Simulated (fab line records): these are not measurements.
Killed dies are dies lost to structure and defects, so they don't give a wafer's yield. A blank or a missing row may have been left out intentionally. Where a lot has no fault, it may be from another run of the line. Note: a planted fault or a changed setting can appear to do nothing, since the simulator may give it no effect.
The tool behind it: which one? || flow rit cmos || 21 wafers from 7 lots sampled at 3 of the route's 202 steps

## WHAT EACH GAUGE READ, for each wafer
RIT_M1_RS_MEAS_01: uses a four-point probe to measure.
{"lot": "L306", "measured": "day 3 11:05", "on": "film metro-04", "M1_AL_RS (ohm/sq)": "0.0722 0.0725 0.0727"}
{"lot": "L308", "measured": "day 3 21:26", "on": "film metro-01", "M1_AL_RS (ohm/sq)": "0.0736 0.0738 0.0732"}
{"lot": "L314", "measured": "day 5 07:28", "on": "film metro-04", "M1_AL_RS (ohm/sq)": "0.0734 0.0729 0.0728"}
{"lot": "L317", "measured": "day 5 20:46", "on": "film metro-04", "M1_AL_RS (ohm/sq)": "0.0733 0.0475 0.0740"}
{"lot": "L319", "measured": "day 6 05:28", "on": "film metro-02", "M1_AL_RS (ohm/sq)": "0.0743 0.0742 0.0749"}
{"lot": "L322", "measured": "day 6 18:01", "on": "film metro-04", "M1_AL_RS (ohm/sq)": "0.0730 0.0732 0.0726"}
{"lot": "L327", "measured": "day 7 19:13", "on": "film metro-01", "M1_AL_RS (ohm/sq)": "0.0738 0.0734 0.0741"}

## EACH LOT AND THE TOOL THAT RAN IT (in order: tool; ch and the chambers of the sampled wafers; start)
{"lot": "L306", "RIT_ACTIVE_STRIP_14": "plasma asher-02 ch 0,1, day 1 19:50", "RIT_M1_SPUTTER_00": "pvd sputter-01, day 3 10:47"}
{"lot": "L308", "RIT_ACTIVE_STRIP_14": "plasma asher-04 ch 0,1, day 2 06:41", "RIT_M1_SPUTTER_00": "pvd sputter-01, day 3 21:08"}
{"lot": "L314", "RIT_ACTIVE_STRIP_14": "plasma asher-04 ch 0,1, day 3 11:50", "RIT_M1_SPUTTER_00": "pvd sputter-01, day 5 07:10"}
{"lot": "L317", "RIT_ACTIVE_STRIP_14": "plasma asher-01 ch 0,1, day 4 02:58", "RIT_M1_SPUTTER_00": "pvd sputter-01, day 5 20:28"}
{"lot": "L319", "RIT_ACTIVE_STRIP_14": "plasma asher-02 ch 0,1, day 4 13:11", "RIT_M1_SPUTTER_00": "pvd sputter-03, day 6 05:07"}
{"lot": "L322", "RIT_ACTIVE_STRIP_14": "plasma asher-02 ch 1, day 5 03:50", "RIT_M1_SPUTTER_00": "pvd sputter-04, day 6 17:43"}
{"lot": "L327", "RIT_ACTIVE_STRIP_14": "plasma asher-02 ch 0,1, day 6 04:56", "RIT_M1_SPUTTER_00": "pvd sputter-03, day 7 18:55"}
- RIT_ACTIVE_STRIP_14: strips in O2, time 180 s.
- RIT_M1_SPUTTER_00: material Al, target thk 400 nm, time 500 s.

## THE ANSWER, worked out from the rows above alone
Rule: usual is defined by the lots themselves. Put in order of their means at a reading, lots are off if they are a third of the lots or fewer, leave a main group of 4 or more, and stand apart from it by a gap of 3 or more times the standard deviation of the main group's means; of several such gaps the widest counts. Not used: any main group whose means are identical at the precision the tables above print for the reading. A lot without any number at a reading at which 4 lots or more have one is off too. All remaining lots with rows at the step are treated as sound.
Off: L317, at RIT_M1_RS_MEAS_01 (M1_AL_RS). The main group: mean 0.0734 ohm/sq, standard deviation 0.00065.
A tool fits if, at a process step before that reading, it ran every lot that is off, and no sound lot after the first of them. Gauges at RIT_M1_RS_MEAS_01: tried the same way as those tools. Can't be told from this: 2 tools fit, plasma asher-01 at RIT_ACTIVE_STRIP_14, pvd sputter-01 at RIT_M1_SPUTTER_00.

## WHAT THE SIMULATOR HAD PUT IN
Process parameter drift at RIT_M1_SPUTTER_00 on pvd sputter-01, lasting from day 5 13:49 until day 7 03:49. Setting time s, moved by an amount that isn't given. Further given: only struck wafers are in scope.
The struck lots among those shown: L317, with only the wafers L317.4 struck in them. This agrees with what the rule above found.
